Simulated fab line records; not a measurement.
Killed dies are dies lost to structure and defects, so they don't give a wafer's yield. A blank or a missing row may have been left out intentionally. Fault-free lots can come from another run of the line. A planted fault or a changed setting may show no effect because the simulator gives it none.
Which tool was responsible? -- flow berkeley cmos170 -- Sampling: 7 lots, 21 wafers, 2 of 331 route steps

WHAT THE GAUGES SHOWED, per wafer
UCB170_M1_CD_MEAS_90 targets a cd of 700 nm.
lot,measured,on,cd nm (nm)
L707,day 7 17:35,cd sem-01,700.8 700.9 703.0
L710,day 8 04:17,cd sem-02,699.4 700.1 697.1
L712,day 8 16:08,cd sem-01,701.3 700.7 701.6
L714,day 9 06:01,cd sem-02,700.0 698.7 695.5
L726,day 11 18:32,cd sem-02,702.3 703.3 704.7
L728,day 11 18:48,cd sem-02,703.5 699.8 700.5

TOOL THAT RAN EACH LOT (tool first, then ch and the chambers of the sampled wafers, then the start)
lot,UCB170_PWELL_CVD_05
L707,"lpcvd-02 ch 0, day 3 06:25"
L710,"lpcvd-02 ch 1, day 3 15:56"
L712,"lpcvd-02 ch 1, day 4 05:07"
L714,"lpcvd-02 ch 1, day 4 13:10"
L716,"lpcvd-01 ch 1, day 5 06:19"
L726,"lpcvd-02 ch 0, day 7 14:01"
L728,"lpcvd-02 ch 1, day 8 01:08"
- UCB170_PWELL_CVD_05: deposits Si3N4 from SiH2Cl2/NH3, target thk 220 nm, time 3300 s.

THE ANSWER, worked out from the rows above alone
Rule: the usual values come from the lots themselves. Put in order of their means at a reading, lots are off if they are a third of the lots or fewer, leave a main group of 4 or more, and stand apart from it by a gap of 3 or more times the standard deviation of the main group's means; of several such gaps the widest counts. If all means in a main group match to the digits the tables above print for the reading, that group is not used. A lot without any number at a reading at which 4 lots or more have one is off too. The other lots that the step has rows for count as sound.
Nothing can be told from this: no lot is off at any reading shown.

WHAT THE SIMULATOR HAD INSERTED
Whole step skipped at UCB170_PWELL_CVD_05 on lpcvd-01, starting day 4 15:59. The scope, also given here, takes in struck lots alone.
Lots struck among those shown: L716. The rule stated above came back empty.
